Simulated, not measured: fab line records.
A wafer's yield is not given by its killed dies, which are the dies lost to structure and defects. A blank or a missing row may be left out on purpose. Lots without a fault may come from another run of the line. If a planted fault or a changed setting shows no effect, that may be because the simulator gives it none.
Split-lot study :: flow berkeleyCmos170 :: on a route of 331 steps: 5 lots, 23 wafers read

THE SPLIT
At UCB170_PVT_COAT_01 (resist thk 900 nm), the setting resistThkNm was moved away from the recipe's 900 nm on 7 of the 23 wafers read, by -3.1% to +3.3%. All remaining wafers had this setting at the recipe value.

The reading comes from the split's own step.

THE READING
KrF_of_PVT_COAT_01.thkNm (the simulator's own value, which no gauge read), in nm, at UCB170_PVT_COAT_01 (resist thk 900 nm). No usual value for it is given in the file. Average 903.7 nm, standard deviation 1.6 nm, over the 16 wafers here run with the recipe.

wafer: L077.1
tool, chamber at the split: lithoTrack-03, 0
resistThkNm as run, nm: 900
against the recipe: recipe
KrF_of_PVT_COAT_01.thkNm, nm: 903.8
against lot-mates on the recipe: -

wafer: L077.2
tool, chamber at the split: lithoTrack-03, 0
resistThkNm as run, nm: 930.1
against the recipe: +3.3%
KrF_of_PVT_COAT_01.thkNm, nm: 933.6
against lot-mates on the recipe: +28.7

wafer: L077.3
tool, chamber at the split: lithoTrack-03, 0
resistThkNm as run, nm: 900
against the recipe: recipe
KrF_of_PVT_COAT_01.thkNm, nm: 906.4
against lot-mates on the recipe: -

wafer: L077.4
tool, chamber at the split: lithoTrack-03, 0
resistThkNm as run, nm: 900
against the recipe: recipe
KrF_of_PVT_COAT_01.thkNm, nm: 904.4
against lot-mates on the recipe: -

wafer: L077.6
tool, chamber at the split: lithoTrack-03, 0
resistThkNm as run, nm: 930.1
against the recipe: +3.3%
KrF_of_PVT_COAT_01.thkNm, nm: 932.2
against lot-mates on the recipe: +27.3

wafer: L080.1
tool, chamber at the split: lithoTrack-04, 0
resistThkNm as run, nm: 900
against the recipe: recipe
KrF_of_PVT_COAT_01.thkNm, nm: 902
against lot-mates on the recipe: -

wafer: L080.2
tool, chamber at the split: lithoTrack-04, 0
resistThkNm as run, nm: 900
against the recipe: recipe
KrF_of_PVT_COAT_01.thkNm, nm: 902.1
against lot-mates on the recipe: -

wafer: L080.6
tool, chamber at the split: lithoTrack-04, 0
resistThkNm as run, nm: 900
against the recipe: recipe
KrF_of_PVT_COAT_01.thkNm, nm: 902.7
against lot-mates on the recipe: -

wafer: L082.1
tool, chamber at the split: lithoTrack-03, 0
resistThkNm as run, nm: 900
against the recipe: recipe
KrF_of_PVT_COAT_01.thkNm, nm: 907.9
against lot-mates on the recipe: -

wafer: L082.3
tool, chamber at the split: lithoTrack-03, 0
resistThkNm as run, nm: 900
against the recipe: recipe
KrF_of_PVT_COAT_01.thkNm, nm: 903.1
against lot-mates on the recipe: -

wafer: L082.4
tool, chamber at the split: lithoTrack-03, 0
resistThkNm as run, nm: 900
against the recipe: recipe
KrF_of_PVT_COAT_01.thkNm, nm: 904.2
against lot-mates on the recipe: -

wafer: L082.5
tool, chamber at the split: lithoTrack-03, 0
resistThkNm as run, nm: 900
against the recipe: recipe
KrF_of_PVT_COAT_01.thkNm, nm: 901.7
against lot-mates on the recipe: -

wafer: L082.6
tool, chamber at the split: lithoTrack-03, 0
resistThkNm as run, nm: 900
against the recipe: recipe
KrF_of_PVT_COAT_01.thkNm, nm: 904.5
against lot-mates on the recipe: -

wafer: L085.1
tool, chamber at the split: lithoTrack-03, 0
resistThkNm as run, nm: 900
against the recipe: recipe
KrF_of_PVT_COAT_01.thkNm, nm: 903.2
against lot-mates on the recipe: -

wafer: L085.2
tool, chamber at the split: lithoTrack-03, 0
resistThkNm as run, nm: 914.3
against the recipe: +1.6%
KrF_of_PVT_COAT_01.thkNm, nm: 920.4
against lot-mates on the recipe: +17.6

wafer: L085.3
tool, chamber at the split: lithoTrack-03, 0
resistThkNm as run, nm: 914.3
against the recipe: +1.6%
KrF_of_PVT_COAT_01.thkNm, nm: 916.8
against lot-mates on the recipe: +14.0

wafer: L085.4
tool, chamber at the split: lithoTrack-03, 0
resistThkNm as run, nm: 914.3
against the recipe: +1.6%
KrF_of_PVT_COAT_01.thkNm, nm: 921.6
against lot-mates on the recipe: +18.9

wafer: L085.6
tool, chamber at the split: lithoTrack-03, 0
resistThkNm as run, nm: 900
against the recipe: recipe
KrF_of_PVT_COAT_01.thkNm, nm: 902.3
against lot-mates on the recipe: -

wafer: L084.1
tool, chamber at the split: lithoTrack-03, 0
resistThkNm as run, nm: 900
against the recipe: recipe
KrF_of_PVT_COAT_01.thkNm, nm: 902.5
against lot-mates on the recipe: -

wafer: L084.2
tool, chamber at the split: lithoTrack-03, 0
resistThkNm as run, nm: 871.9
against the recipe: -3.1%
KrF_of_PVT_COAT_01.thkNm, nm: 874.3
against lot-mates on the recipe: -29.2

wafer: L084.4
tool, chamber at the split: lithoTrack-03, 0
resistThkNm as run, nm: 871.9
against the recipe: -3.1%
KrF_of_PVT_COAT_01.thkNm, nm: 875.6
against lot-mates on the recipe: -27.9

wafer: L084.5
tool, chamber at the split: lithoTrack-03, 0
resistThkNm as run, nm: 900
against the recipe: recipe
KrF_of_PVT_COAT_01.thkNm, nm: 905.1
against lot-mates on the recipe: -

wafer: L084.6
tool, chamber at the split: lithoTrack-03, 0
resistThkNm as run, nm: 900
against the recipe: recipe
KrF_of_PVT_COAT_01.thkNm, nm: 903
against lot-mates on the recipe: -

FIT RESULTS
A straight line over all 23 wafers: KrF_of_PVT_COAT_01.thkNm changes by +9.11 nm for each +1% of resistThkNm; r = +0.99; the points scatter about the line by 1.8 nm.
The same after taking each lot's own level away (the mean of its wafers on the recipe; 23 wafers): +9.02 nm for each +1%; r = +0.99; scatter 1.9 nm.
The reading moves by 30 nm for the largest change in resistThkNm, on that fit.
The lots' own levels span 902.27 to 904.87 nm, that is 1.6 times the standard deviation above.
The two slopes are in agreement: the lot-to-lot level therefore moves the slope only a little.
Check: with one of the wafers moved furthest among these (+3.3%) left out of the fit, the line predicts +30.8 nm for it against its lot-mates. It came out at +28.7 nm against them.

THESE WAFERS: OTHER SPLITS
Note: prior to the reading, these wafers also went through further splits. Each is held against what the fit with the lots' levels taken away leaves over:
other split on the same wafers: UCB170_ZERO_COAT_01 resistThkNm
wafers away from the commonest value: 10
r with KrF_of_PVT_COAT_01.thkNm (lot level and that fit taken away): -0.18

other split on the same wafers: UCB170_NWELL_COAT_07 spinRpm
wafers away from the commonest value: 8
r with KrF_of_PVT_COAT_01.thkNm (lot level and that fit taken away): -0.08

other split on the same wafers: UCB170_PWELL_OXIDATION_02 tempC
wafers away from the commonest value: 18
r with KrF_of_PVT_COAT_01.thkNm (lot level and that fit taken away): -0.27

other split on the same wafers: UCB170_SACOX_OXIDATION_01 tempC
wafers away from the commonest value: 15
r with KrF_of_PVT_COAT_01.thkNm (lot level and that fit taken away): -0.05

other split on the same wafers: UCB170_SCREENOX_OXIDATION_01 oxTimeS
wafers away from the commonest value: 15
r with KrF_of_PVT_COAT_01.thkNm (lot level and that fit taken away): -0.36

THE WHOLE CHAIN: every reading that the file lists as answering this split, in the file's order
step: UCB170_PVT_COAT_01
what it does: resist thk 900 nm
reading: KrF_of_PVT_COAT_01.thkNm (the simulator's own value, which no gauge read)
change (the file's fit): +8.93 nm for each +1% of the setting
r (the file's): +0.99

step: UCB170_PVT_STRIP_08
what it does: strips in O2
reading: stripTimeToEndpointS
change (the file's fit): withheld for each +1% of the setting
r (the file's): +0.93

THE FILE'S OWN FIT
KrF_of_PVT_COAT_01.thkNm changes by +8.93 nm for each +1% of resistThkNm, r = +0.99.
